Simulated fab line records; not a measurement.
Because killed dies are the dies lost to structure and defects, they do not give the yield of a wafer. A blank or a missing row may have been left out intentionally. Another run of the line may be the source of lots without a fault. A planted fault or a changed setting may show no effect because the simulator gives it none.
Split-lot study -- flow rit cmos -- 23 wafers read from 5 lots, route of 202 steps

## ABOUT THE SPLIT
At RIT_NWELL_IMPLANT_08, the setting dose cm2 was moved away from the recipe's 5e+13 on 6 of the 23 wafers read, by -5.3% to +6.3%. The other wafers ran this setting at the recipe's value.

## FROM THE SPLIT TO THE READING: what the file shows between them, 5 steps
- RIT_NWELL_STRIP_09: strips in O2, time 180 s
- RIT_NWELL_TW_MEAS_10
- RIT_PWELL_DEVELOP_05: develop time 68 s (also split here: develop time s)
- RIT_PWELL_HARDBAKE_07: time 120 s
- RIT_WELLDRIVE_ANNEAL_00: time 14700 s

## THE READING
NWELL_RS (ohm/sq), read at RIT_WELLDRIVE_RS_MEAS_01 with a four-point probe. On this fab line, fault-free wafers typically give 275.5 ohm/sq with a standard deviation of 0.91 ohm/sq.

wafer,"tool, chamber at the split",dose cm2 as run,against the recipe,"NWELL_RS, ohm/sq",against lot-mates on the recipe
L074.1,"implanter-04, 0",4.736e+13,-5.3%,284.7,+10.0
L074.2,"implanter-04, 0",5e+13,recipe,274.5,-
L074.3,"implanter-04, 0",5e+13,recipe,274.9,-
L074.4,"implanter-04, 0",4.736e+13,-5.3%,284.2,+9.5
L074.6,"implanter-04, 0",4.736e+13,-5.3%,283.3,+8.6
L079.1,"implanter-03, 0",5e+13,recipe,275.7,-
L079.2,"implanter-03, 0",5e+13,recipe,275.8,-
L079.4,"implanter-03, 0",5e+13,recipe,275.9,-
L079.5,"implanter-03, 0",5e+13,recipe,275.4,-
L079.6,"implanter-03, 0",5e+13,recipe,275.6,-
L080.2,"implanter-04, 0",5e+13,recipe,274.7,-
L080.3,"implanter-04, 0",5e+13,recipe,274.3,-
L080.4,"implanter-04, 0",5.317e+13,+6.3%,264.3,-10.2
L080.5,"implanter-04, 0",5.317e+13,+6.3%,264.4,-10.1
L080.6,"implanter-04, 0",5.317e+13,+6.3%,264.1,-10.4
L082.1,"implanter-01, 0",5e+13,recipe,275.6,-
L082.2,"implanter-01, 0",5e+13,recipe,275.4,-
L082.4,"implanter-01, 0",5e+13,recipe,275.3,-
L082.5,"implanter-01, 0",5e+13,recipe,275.4,-
L082.6,"implanter-01, 0",5e+13,recipe,275.5,-
L085.1,"implanter-03, 0",5e+13,recipe,275.1,-
L085.3,"implanter-03, 0",5e+13,recipe,274.6,-
L085.4,"implanter-03, 0",5e+13,recipe,274.1,-

FIT RESULTS
A straight line over all 23 wafers: NWELL_RS changes by -1.71 ohm/sq for each +1% of dose cm2; r = -1.00; the points scatter about the line by 0.53 ohm/sq.
The same after taking each lot's own level away (the mean of its wafers on the recipe; 23 wafers): -1.68 ohm/sq for each +1%; r = -1.00; scatter 0.37 ohm/sq.
The reading moves by 11 ohm/sq for the largest change in dose cm2, on that fit.
Across the lots, their own levels run from 274.50 to 275.68 ohm/sq, a range of 1.3 times the standard deviation given above.
The two slopes agree, so the slope changes little with the lot-to-lot level.
Check: for one of the wafers moved furthest among these (+6.3%), held out of the fit, the line's prediction against its lot-mates is -10.6 ohm/sq. It came out at -10.2 ohm/sq against them.

## FURTHER SPLITS ON THESE WAFERS
Other splits were also applied to these wafers ahead of the reading. Each is held against what the fit with the lots' levels taken away leaves over:
other split on the same wafers,wafers away from the commonest value,r with NWELL_RS (lot level and that fit taken away)
RIT_ACTIVE_OXIDATION_01 temp c,10,-0.28
RIT_ACTIVE_EXPOSE_08 dose mj,11,+0.26
RIT_ACTIVE_ETCH_13 rf w,5,+0.09
RIT_FOX2_OXIDATION_00 temp c,18,+0.00
RIT_NWELL_SOFTBAKE_02 temp c,9,+0.20
RIT_PWELL_DEVELOP_05 develop time s,7,+0.33

## THE WHOLE CHAIN: every reading that the file lists as answering this split, in the file's order
step,what it does,reading,change (the file's fit),r (the file's)
RIT_NWELL_TW_MEAS_10,,NWELL_TW,+5.78 for each +1% of the setting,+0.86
RIT_WELLDRIVE_RS_MEAS_01,measures by four-point-probe,NWELL_RS,-1.67 for each +1% of the setting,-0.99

## FILE'S OWN FIT
NWELL_RS changes by -1.67 ohm/sq for each +1% of dose cm2, r = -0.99.
